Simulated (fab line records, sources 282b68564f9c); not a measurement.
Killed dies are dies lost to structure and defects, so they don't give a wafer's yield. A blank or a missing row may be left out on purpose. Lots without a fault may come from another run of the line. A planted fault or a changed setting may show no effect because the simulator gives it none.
Which tool did it? | flow rit_cmos | 11 lots, 33 wafers sampled, at 2 steps of a route of 202

WHAT THE GAUGES READ, wafer by wafer
RIT_PWELL_TW_MEAS_10.
lot  | measured    | on            | PWELL_TW
L417 | day 2 01:44 | film_metro-01 | 941 942 932
L418 | day 2 07:18 | film_metro-01 | 940 938 940
L419 | day 2 10:20 | film_metro-04 | 963 960 964
L420 | day 2 14:59 | film_metro-03 | 963 967 973
L421 | day 2 19:37 | film_metro-01 | 938 942 944
L422 | day 3 01:11 | film_metro-03 | 967 973 968
L423 | day 3 06:16 | film_metro-03 | 966 971 965
L424 | day 3 10:28 | film_metro-03 | 2417 2426 2429
L425 | day 3 18:05 | film_metro-03 | 2430 2424 2419
L426 | day 3 22:02 | film_metro-03 | 2427 2441 2421
L427 | day 4 02:33 | film_metro-03 | 2447 2435 2440

WHICH TOOL RAN EACH LOT (tool, then ch and the chambers of the sampled wafers, then the start)
lot  | RIT_PWELL_IMPLANT_08
L417 | implanter-03 ch 0, day 2 01:25
L418 | implanter-03 ch 0, day 2 06:59
L419 | implanter-03 ch 0, day 2 10:02
L420 | implanter-03 ch 0, day 2 14:41
L421 | implanter-03 ch 0, day 2 19:18
L422 | implanter-04 ch 0, day 3 00:53
L423 | implanter-04 ch 0, day 3 05:58
L424 | implanter-04 ch 0, day 3 10:08
L425 | implanter-03 ch 0, day 3 17:46
L426 | implanter-04 ch 0, day 3 21:44
L427 | implanter-03 ch 0, day 4 02:14
- RIT_PWELL_IMPLANT_08

THE ANSWER, worked out from the rows above alone
Rule: what is usual is taken from the lots themselves. Put in order of their means at a reading, lots are off if they are a third of the lots or fewer, leave a main group of 4 or more, and stand apart from it by a gap of 3 or more times the standard deviation of the main group's means; of several such gaps the widest counts. A main group whose means are all the same, to the digits that the tables above print for the reading, isn't used. A lot without any number at a reading at which 4 lots or more have one is off too. The other lots that the step has rows for count as sound.
No lot is off at any reading shown: from this, nothing can be told.

WHAT THE SIMULATOR HAD PUT IN
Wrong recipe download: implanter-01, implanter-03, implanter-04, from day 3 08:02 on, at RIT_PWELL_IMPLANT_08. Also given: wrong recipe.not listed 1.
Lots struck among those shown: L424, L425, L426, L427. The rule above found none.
